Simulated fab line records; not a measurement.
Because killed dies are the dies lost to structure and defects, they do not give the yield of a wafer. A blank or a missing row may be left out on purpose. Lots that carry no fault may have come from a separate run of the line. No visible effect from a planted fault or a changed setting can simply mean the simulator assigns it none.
Split-lot trial ; flow berkeleyCmos170 ; route with 331 steps; 5 lots, 23 wafers read

THE SPLIT
At UCB170_ACTIVE_COAT_08 (resist thk 900 nm), the setting resistThkNm was moved away from the recipe's 900 nm on 7 of the 23 wafers read, by -4.6% to +2.8%. The other wafers ran this setting at the recipe's value.

FROM THE SPLIT TO THE READING: what the file shows between them, 2 steps
- UCB170_ACTIVE_SOFTBAKE_09: time 60 s
- UCB170_ACTIVE_EXPOSE_10: exposes mask ACTIVE, target cd 1200 nm

THE READING
KrF_of_ACTIVE_COAT_08.thkNm (the simulator's own value, which no gauge read), in nm, at UCB170_ACTIVE_ETCH_15 (etches Si3N4 in CH3F/Ar/O2, stops on SiO2, target depth 242 nm, time 151 s). No usual value for it is given in the file. Average 727.3 nm, standard deviation 3.3 nm, over the 16 wafers here run with the recipe.

wafer;tool, chamber at the split;resistThkNm as run, nm;against the recipe;KrF_of_ACTIVE_COAT_08.thkNm, nm;against lot-mates on the recipe
L074.1;lithoTrack-01, 0;872.2;-3.1%;695.8;-30.8
L074.2;lithoTrack-01, 0;900;recipe;728.7;-
L074.4;lithoTrack-01, 0;872.2;-3.1%;702.2;-24.4
L074.5;lithoTrack-01, 0;900;recipe;723;-
L074.6;lithoTrack-01, 0;900;recipe;728;-
L076.1;lithoTrack-01, 0;900;recipe;730.7;-
L076.2;lithoTrack-01, 0;900;recipe;725.8;-
L076.4;lithoTrack-01, 0;900;recipe;724.9;-
L077.1;lithoTrack-04, 0;900;recipe;727.7;-
L077.3;lithoTrack-04, 0;900;recipe;721.4;-
L077.4;lithoTrack-04, 0;858.9;-4.6%;684.4;-42.3
L077.5;lithoTrack-04, 0;858.9;-4.6%;682.5;-44.2
L077.6;lithoTrack-04, 0;900;recipe;731.1;-
L078.1;lithoTrack-04, 0;924.9;+2.8%;758.9;+26.4
L078.2;lithoTrack-04, 0;924.9;+2.8%;754.3;+21.8
L078.4;lithoTrack-04, 0;900;recipe;731.4;-
L078.5;lithoTrack-04, 0;900;recipe;733.5;-
L078.6;lithoTrack-04, 0;924.9;+2.8%;755.4;+22.9
L082.1;lithoTrack-04, 0;900;recipe;724.9;-
L082.2;lithoTrack-04, 0;900;recipe;724.8;-
L082.4;lithoTrack-04, 0;900;recipe;726;-
L082.5;lithoTrack-04, 0;900;recipe;730.3;-
L082.6;lithoTrack-04, 0;900;recipe;724;-

FIT RESULTS
A straight line over all 23 wafers: KrF_of_ACTIVE_COAT_08.thkNm changes by +9.77 nm for each +1% of resistThkNm; r = +0.99; the points scatter about the line by 3.3 nm.
The same after taking each lot's own level away (the mean of its wafers on the recipe; 23 wafers): +9.08 nm for each +1%; r = +0.99; scatter 2.8 nm.
According to that fit, moving resistThkNm by its largest amount changes the reading by 41 nm.
The lots' own levels span 726.00 to 732.45 nm, that is 1.9 times the standard deviation above.
So the lot-to-lot level changes the slope little: the two slopes agree.
Check: for one of the wafers moved furthest among these (-4.6%), held out of the fit, the line's prediction against its lot-mates is -41.6 nm. It came out at -42.3 nm against them.

OTHER SPLITS ON THESE WAFERS
Note: prior to the reading, these wafers also went through further splits. Each is held against what the fit with the lots' levels taken away leaves over:
other split on the same wafers;wafers away from the commonest value;r with KrF_of_ACTIVE_COAT_08.thkNm (lot level and that fit taken away)
UCB170_ZERO_COAT_01 resistThkNm;5;-0.04
UCB170_ZERO_ETCH_06 overEtchFrac;7;+0.03
UCB170_ACTIVE_CVD_05 timeS;18;-0.14

THE WHOLE CHAIN: every reading that the file lists as answering this split, in the file's order
step;what it does;reading;change (the file's fit);r (the file's)
UCB170_ACTIVE_COAT_08;resist thk 900 nm;KrF_of_ACTIVE_COAT_08.thkNm (the simulator's own value, which no gauge read);+9.01 nm for each +1% of the setting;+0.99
UCB170_ACTIVE_ETCH_15;etches Si3N4 in CH3F/Ar/O2, stops on SiO2, target depth 242 nm, time 151 s;KrF_of_ACTIVE_COAT_08.thkNm (the simulator's own value, which no gauge read);+9.16 nm for each +1% of the setting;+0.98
UCB170_ACTIVE_STRIP_16;strips in O2;stripTimeToEndpointS;withheld for each +1% of the setting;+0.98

FILE'S OWN FIT
KrF_of_ACTIVE_COAT_08.thkNm changes by +9.16 nm for each +1% of resistThkNm, r = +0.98.
